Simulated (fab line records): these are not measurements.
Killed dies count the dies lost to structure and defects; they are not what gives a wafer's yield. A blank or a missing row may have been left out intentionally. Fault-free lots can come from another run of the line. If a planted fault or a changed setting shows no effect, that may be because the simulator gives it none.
8D (eight disciplines) problem report, filled in by code / flow berkeleyCmos170 / the parts of the form that need people (team, actions taken, sign-off) are left out

1. THE ISSUE
Across 6 wafers from 2 lots, NWELL_NITRIDE_THK at UCB170_NWELL_THK_MEAS_05 averages 179.4 nm, while fault-free wafers read 224.5 nm with a standard deviation of 2.5. Measured from the usual mean, that is -18 standard deviations.
Seen first at day 5 20:52 on filmMetro-03, wafer L290.3. At this step, 42 wafers from 14 lots have a number in the record. By rule, "out" or "out of limits" means more than 4 standard deviations away from the usual mean. All remaining wafers that have a number are taken as sound.

2. WHAT IT IS; WHAT IT IS NOT
question=which readings at this step | is=NWELL_NITRIDE_THK | is not=-
question=which lots | is=L290, L293 | is not=L273, L276, L277, L279, L280, L281, L282, L283, L284, L285, L288, L291
question=which wafers of those lots | is=all that have a number | is not=-
question=read on which gauges | is=filmMetro-03 | is not=filmMetro-01, filmMetro-04
question=when | is=from day 5 20:52 | is not=up to then (33 sound wafers); but 3 sound wafers of L291 came after

3. SUSPECTS, AND WHAT RULES EACH OUT
Counting: a tool at a process step up to the reading stays a suspect if it ran every lot that is out and no sound lot after the first of them.
- the gauge at UCB170_NWELL_THK_MEAS_05: ruled out. All the wafers that are out were read on filmMetro-03, but those of them that UCB170_NWELL_ETCH_13 has rows for are out there too, on other tools.
- plasmaAsher-04 at UCB170_ZERO_STRIP_07 (strips in O2): kept. All lots that are out passed through it, beginning with L290 at day 5 10:31, and no sound lot followed; its final sound lot before that point was L288 at day 5 03:24.
- lpcvd-01 at UCB170_NWELL_CVD_04 (deposits Si3N4 from SiH2Cl2/NH3, target thk 224 nm, time 3360 s): kept. All lots that are out passed through it, beginning with L290 at day 5 18:55, and no sound lot followed; its final sound lot before that point was L288 at day 5 10:54.
After counting, plasmaAsher-04 at UCB170_ZERO_STRIP_07 and lpcvd-01 at UCB170_NWELL_CVD_04 remain.

4. THE CAUSE (what the simulator had put in)
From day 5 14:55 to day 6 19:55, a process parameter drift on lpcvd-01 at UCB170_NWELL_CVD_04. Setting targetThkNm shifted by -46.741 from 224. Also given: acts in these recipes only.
Counting leaves 2 suspects; this tool is one of them.

5. SEQUENCE OF EFFECTS, ordered by route
Rows list readings where the struck wafers' mean (over those with a number) sits beyond 3 standard deviations from the usual. Scope: only readings with a usual standard deviation given in the record; hours: median across lots of the time from each lot's start at the first step in this table that gives one to its start at this step; sigmas: change in usual standard deviations.
hours=0; step=UCB170_NWELL_THK_MEAS_05; reading=NWELL_NITRIDE_THK; usual=224.5 nm; on struck wafers=179.4; change=-45.1; sigmas=-18
hours=5; step=UCB170_NWELL_ETCH_13; reading=oesProductAu; usual=0.943 a.u.; on struck wafers=0.827; change=-0.116; sigmas=-8.9
The process steps in it:
- UCB170_NWELL_ETCH_13: etches Si3N4 in CH3F/Ar/O2, stops on SiO2, target depth 246.4 nm, time 154 s.

6. HOW IT WOULD HAVE BEEN CAUGHT EARLIER
The first out-of-limits reading at a measuring or inspecting step in this record came at day 5 20:52, 6 hours after the fault's start at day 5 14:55.
An alarm limit of 4 standard deviations would not have fired on the tool readings at UCB170_NWELL_CVD_04 for which the record gives a usual standard deviation, since none of them was out on any struck wafer.
Among the 2 lots that are out, L293 began UCB170_NWELL_CVD_04 on lpcvd-01 after day 5 20:52. Holding the tool at that time would have saved it.
